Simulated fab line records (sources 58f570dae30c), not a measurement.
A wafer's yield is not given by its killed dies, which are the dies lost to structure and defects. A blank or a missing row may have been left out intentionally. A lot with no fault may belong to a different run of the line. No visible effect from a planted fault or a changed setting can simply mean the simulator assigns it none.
What tool caused it?    flow berkeley_cmos170    at 1 step of a route of 331, 12 lots with 36 wafers sampled

WHAT THE GAUGES READ, wafer by wafer
UCB170_START_THK_MEAS_03.
lot   measured     on             START_OXIDE_THK (nm)
L075  day 1 18:55  film_metro-04  20.0 20.0 19.6
L077  day 2 05:11  film_metro-02  20.3 19.7 19.9
L079  day 2 15:35  film_metro-01  19.5 19.4 19.4
L081  day 3 01:29  film_metro-04  19.7 19.8 19.7
L083  day 3 13:46  film_metro-01  20.5 20.6 20.4
L085  day 3 21:13  film_metro-02  19.4 19.4 20.1
L087  day 4 08:40  film_metro-02  20.4 20.1 20.5
L089  day 4 21:54  film_metro-01  20.6 20.8 20.8
L091  day 5 05:21  film_metro-01  20.1 19.9 19.8
L093  day 5 13:57  film_metro-02  19.2 19.9 19.8
L095  day 5 22:28  film_metro-01  19.9 20.0 20.1
L097  day 6 10:58  film_metro-02  20.0 20.3 20.2

TOOL THAT RAN EACH LOT (tool first, then ch and the chambers of the sampled wafers, then the start)
The record holds no process step before these readings.

THE ANSWER, worked out from the rows above alone
Rule: usual is defined by the lots themselves. The widest of any qualifying gaps counts: lots, ordered by their means at a reading, are off when they make up no more than a third of the lots, leave a main group of 4 or more, and stand apart from it by 3 or more times the standard deviation of that group's means. A main group is skipped when, at the precision printed for the reading in the tables above, its means are all equal. Also off: a lot with no number at a reading for which 4 or more lots have one. All remaining lots with rows at the step are treated as sound.
Nothing can be told from this: no lot is off at any reading shown.

WHAT THE SIMULATOR HAD INSERTED
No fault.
